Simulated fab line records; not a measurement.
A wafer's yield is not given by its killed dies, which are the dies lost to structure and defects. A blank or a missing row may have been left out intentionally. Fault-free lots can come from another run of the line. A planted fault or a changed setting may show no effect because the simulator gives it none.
Split-lot study | flow rit_cmos | 27 wafers read from 5 lots, route of 202 steps

## ABOUT THE SPLIT
At RIT_ACTIVE_ETCH_13 (etches Si3N4 in SF6, stops on SiO2, time 210 s, target depth 210 nm), the setting target_depth_a was moved away from the recipe's 2100 angstrom on 12 of the 27 wafers read, by -59.2% to +56.0%. All remaining wafers had this setting at the recipe value.

The split's own step is where the reading is taken.

## THE READING
oes_product_au, in a.u., at RIT_ACTIVE_ETCH_13 (etches Si3N4 in SF6, stops on SiO2, time 210 s, target depth 210 nm). On this fab line, fault-free wafers typically give 0.821 a.u. with a standard deviation of 0.01 a.u.

wafer  | tool, chamber at the split | target_depth_a as run, angstrom | against the recipe | oes_product_au, a.u. | against lot-mates on the recipe
L075.1 | rie_diel-03, 1             | 2100                            | recipe             | 0.832                | -
L075.2 | rie_diel-03, 0             | 3276                            | +56.0%             | 0.661                | -0.159
L075.3 | rie_diel-03, 2             | 2100                            | recipe             | 0.815                | -
L075.4 | rie_diel-03, 3             | 3276                            | +56.0%             | 0.659                | -0.161
L075.5 | rie_diel-03, 2             | 3276                            | +56.0%             | 0.662                | -0.158
L075.6 | rie_diel-03, 3             | 2100                            | recipe             | 0.814                | -
L076.1 | rie_diel-03, 3             | 920.6                           | -56.2%             | 1.000                | +0.176
L076.2 | rie_diel-03, 2             | 2100                            | recipe             | 0.820                | -
L076.3 | rie_diel-03, 1             | 920.6                           | -56.2%             | 1.010                | +0.186
L076.4 | rie_diel-03, 0             | 2100                            | recipe             | 0.817                | -
L076.5 | rie_diel-03, 1             | 2100                            | recipe             | 0.836                | -
L076.6 | rie_diel-03, 2             | 920.6                           | -56.2%             | 1.005                | +0.181
L080.1 | rie_diel-01, 2             | 1433                            | -31.8%             | 0.990                | +0.187
L080.2 | rie_diel-01, 1             | 1433                            | -31.8%             | 1.000                | +0.197
L080.3 | rie_diel-01, 0             | 2100                            | recipe             | 0.797                | -
L080.4 | rie_diel-01, 3             | 1433                            | -31.8%             | 0.998                | +0.195
L080.5 | rie_diel-01, 0             | 2100                            | recipe             | 0.803                | -
L080.6 | rie_diel-01, 3             | 2100                            | recipe             | 0.809                | -
L083.2 | rie_diel-02, 3             | 2100                            | recipe             | 0.839                | -
L083.4 | rie_diel-02, 1             | 2100                            | recipe             | 0.834                | -
L083.5 | rie_diel-02, 2             | 2100                            | recipe             | 0.832                | -
L084.1 | rie_diel-02, 0             | 2100                            | recipe             | 0.822                | -
L084.2 | rie_diel-02, 1             | 857.5                           | -59.2%             | 0.964                | +0.141
L084.3 | rie_diel-02, 2             | 857.5                           | -59.2%             | 1.015                | +0.192
L084.4 | rie_diel-02, 3             | 2100                            | recipe             | 0.822                | -
L084.5 | rie_diel-02, 0             | 857.5                           | -59.2%             | 1.000                | +0.177
L084.6 | rie_diel-02, 1             | 2100                            | recipe             | 0.824                | -

THE FIT
A straight line over all 27 wafers: oes_product_au changes by -0.00317 a.u. for each +1% of target_depth_a; r = -0.97; the points scatter about the line by 0.028 a.u.
The same after taking each lot's own level away (the mean of its wafers on the recipe; 27 wafers): -0.00318 a.u. for each +1%; r = -0.96; scatter 0.032 a.u.
According to that fit, moving target_depth_a by its largest amount changes the reading by 0.19 a.u.
From 0.8030 to 0.8350 a.u.: that is the span of the lots' own levels, equal to 3.2 times the standard deviation above.
The two slopes are in agreement: the lot-to-lot level therefore moves the slope only a little.
Check: with one of the wafers moved furthest among these (-59.2%) left out of the fit, the line predicts +0.206 a.u. for it against its lot-mates. Against them it came out at +0.141 a.u.
Tool readings at the split's step, against how far the setting was moved: oes_product_au r = -0.97.

## THE WHOLE CHAIN: every reading that the file lists as answering this split, in the file's order
step               | what it does                                                        | reading                                                                           | change (the file's fit)                                                            | r (the file's)
RIT_ACTIVE_ETCH_13 | etches Si3N4 in SF6, stops on SiO2, time 210 s, target depth 210 nm | oes_product_au                                                                    | -0.00327 a.u. for each +1% of the setting                                          | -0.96
RIT_ACTIVE_ETCH_13 | etches Si3N4 in SF6, stops on SiO2, time 210 s, target depth 210 nm | NOVOLAK_of_ACTIVE_COAT_06.thk_nm (the simulator's own value, which no gauge read) | -2.3 nm for each +1% of the setting                                                | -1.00
RIT_ACTIVE_ETCH_13 | etches Si3N4 in SF6, stops on SiO2, time 210 s, target depth 210 nm | etch.depth_nm (the simulator's own value, which no gauge read)                    | not straight: 83.45 at the lowest setting, 150.1 at the recipe, 151 at the highest | not given
RIT_ACTIVE_ETCH_13 | etches Si3N4 in SF6, stops on SiO2, time 210 s, target depth 210 nm | ACTIVE.feature_depth_nm (the simulator's own value, which no gauge read)          | +0.927 nm for each +1% of the setting                                              | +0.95

## THE FILE'S OWN FIT
oes_product_au changes by -0.00327 a.u. for each +1% of target_depth_a, r = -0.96.
